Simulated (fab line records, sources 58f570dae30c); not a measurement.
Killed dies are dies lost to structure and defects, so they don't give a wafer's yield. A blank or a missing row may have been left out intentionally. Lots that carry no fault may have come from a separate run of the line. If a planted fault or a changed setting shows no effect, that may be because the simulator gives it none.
Which tool was responsible? -- flow berkeley_cmos170 -- 12 lots, 36 wafers sampled, at 5 steps of a route of 331

## WHAT THE GAUGES SHOWED, per wafer
UCB170_PWELL_THK_MEAS_03.
lot,measured,on,PWELL_OXIDE_THK (nm)
L699,day 3 06:38,film_metro-01,25.9 26.0 26.0
L700,day 3 06:38,film_metro-04,25.0 24.8 25.0
L702,day 3 12:17,film_metro-02,26.2 25.8 25.8
L701,day 3 12:19,film_metro-04,25.7 25.7 26.0
L703,day 3 22:06,film_metro-01,25.7 26.1 26.1
L709,day 5 05:28,film_metro-01,26.3 26.7 26.9
L710,day 5 12:29,film_metro-04,26.2 26.1 26.5
L712,day 5 19:47,film_metro-01,26.7 26.2 26.2
L713,day 5 19:47,film_metro-04,26.2 26.9 26.6
L716,day 6 14:17,film_metro-01,26.9 26.4 26.2
L718,day 7 06:49,film_metro-02,26.1 26.3 26.0
L721,day 7 13:46,film_metro-01,25.8 25.8 25.4

UCB170_PWELL_OVL_MEAS_13.
lot,measured,on,PWELL_OVL (nm)
L699,day 3 17:53,overlay-01,0 0 8
L700,day 3 18:10,overlay-01,-6 -6 -11
L702,day 3 18:11,overlay-02,-1 -5 -1
L701,day 3 17:56,overlay-02,-5 -7 -2
L703,day 4 06:00,overlay-02,4 -1 -6
L709,day 5 15:21,overlay-01,1 6 0
L710,day 5 21:29,overlay-02,-1 0 11
L712,day 6 04:11,overlay-02,3 -1 -7
L713,day 6 03:56,overlay-01,5 2 6
L716,day 7 01:49,overlay-02,9 -1 1
L718,day 7 16:59,overlay-01,1 8 -2
L721,day 8 00:34,overlay-01,3 3 0

UCB170_NVT_TW_MEAS_09.
lot,measured,on,NVT_TW
L699,day 6 22:55,film_metro-01,524.9 525.0 524.7
L700,day 6 22:35,film_metro-01,525.5 522.2 522.8
L702,day 6 22:26,film_metro-03,530.4 527.1 529.8
L701,day 6 22:53,film_metro-04,527.9 525.4 526.8
L703,day 7 08:07,film_metro-04,521.0 520.9 521.8
L709,day 8 15:49,film_metro-04,552.6 551.9 552.4
L710,day 9 02:08,film_metro-04,550.0 549.4 554.9
L712,day 9 02:23,film_metro-04,523.6 523.7 524.2
L713,day 9 01:55,film_metro-01,520.8 524.6 523.5
L716,day 10 00:43,film_metro-01,525.2 522.9 523.4
L718,day 10 14:23,film_metro-01,525.0 525.9 523.1
L721,day 11 04:51,film_metro-01,523.9 518.8 525.1

UCB170_GATE_OVL_MEAS_13.
lot,measured,on,GATE_OVL (nm)
L699,day 7 11:56,overlay-02,-1 -8 5
L700,day 7 11:49,overlay-01,6 5 -3
L702,day 7 11:33,overlay-01,-5 -12 2
L701,day 7 12:07,overlay-01,-1 -4 -7
L703,day 8 04:19,overlay-02,-4 -8 -7
L709,day 9 08:31,overlay-02,-2 3 -3
L710,day 9 19:10,overlay-02,-1 5 3
L712,day 9 19:06,overlay-01,-2 6 5
L713,day 9 19:22,overlay-01,-1 -2 9
L716,day 10 17:40,overlay-02,8 12 17
L718,day 11 07:44,overlay-01,0 -9 1
L721,day 12 01:22,overlay-02,11 3 11

## EACH LOT AND THE TOOL THAT RAN IT (in order: tool; ch and the chambers of the sampled wafers; start)
lot,UCB170_NVT_IMPLANT_07
L699,"implanter-03 ch 0, day 6 22:40"
L700,"implanter-03 ch 0, day 6 22:20"
L702,"implanter-03 ch 0, day 6 22:11"
L701,"implanter-02 ch 0, day 6 22:40"
L703,"implanter-02 ch 0, day 7 07:54"
L709,"implanter-02 ch 0, day 8 15:34"
L710,"implanter-02 ch 0, day 9 01:53"
L712,"implanter-03 ch 0, day 9 02:08"
L713,"implanter-03 ch 0, day 9 01:40"
L716,"implanter-03 ch 0, day 10 00:29"
L718,"implanter-03 ch 0, day 10 14:08"
L721,"implanter-01 ch 0, day 11 04:36"
- UCB170_NVT_IMPLANT_07

## WHAT THE TOOLS THEMSELVES READ (means of the sampled wafers that have a number; where no wafer has one, the mark that the record gives instead)
UCB170_NVT_IMPLANT_07.
lot,tool,beam_energy_keV
L699,implanter-03,50.020
L700,implanter-03,49.992
L702,implanter-03,49.993
L701,implanter-02,49.982
L703,implanter-02,49.990
L709,implanter-02,60.979
L710,implanter-02,60.991
L712,implanter-03,50.014
L713,implanter-03,49.999
L716,implanter-03,49.990
L718,implanter-03,50.001
L721,implanter-01,49.988

## THE ANSWER, worked out from the rows above alone
Rule: the lots themselves supply what counts as usual. Put in order of their means at a reading, lots are off if they are a third of the lots or fewer, leave a main group of 4 or more, and stand apart from it by a gap of 3 or more times the standard deviation of the main group's means; of several such gaps the widest counts. A main group is skipped when, at the precision printed for the reading in the tables above, its means are all equal. Also off: a lot with no number at a reading for which 4 or more lots have one. Any other lot the step has rows for is counted as sound. The gauges are gone through in route order, then the tools' own readings, and for those a lot's mean is taken as printed above. At the first step where some lot is off, the reading lying furthest off is the one used; lots without a number count as furthest.
Off: L709, L710, seen at UCB170_NVT_TW_MEAS_09 (NVT_TW). Mean 524.3 and standard deviation 2.1 in the main group.
If a tool, at a process step before that reading, ran all the lots that are off and no sound lot after the first of them, it fits. The gauges at UCB170_NVT_TW_MEAS_09 aren't tried: what is off there is off at UCB170_NVT_IMPLANT_07 too, on other tools, and a gauge's error can't cause that. One fits: implanter-02 at UCB170_NVT_IMPLANT_07. A fault onset in the window from L703 (day 7 07:54, its last sound lot) to L709 (day 8 15:34, its first lot off) fits.
The tool's own readings at UCB170_NVT_IMPLANT_07 bear it out: on the lots that are off they differ by more than 5 times the standard deviation of the sound lots' means. beam_energy_keV reads 60.985 there against 49.997 on the sound lots.

## WHAT THE SIMULATOR HAD INSERTED
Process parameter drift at UCB170_NVT_IMPLANT_07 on implanter-02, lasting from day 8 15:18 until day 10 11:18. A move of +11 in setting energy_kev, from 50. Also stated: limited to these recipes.
Lots struck among those shown: L709, L710. Same finding as the rule above.
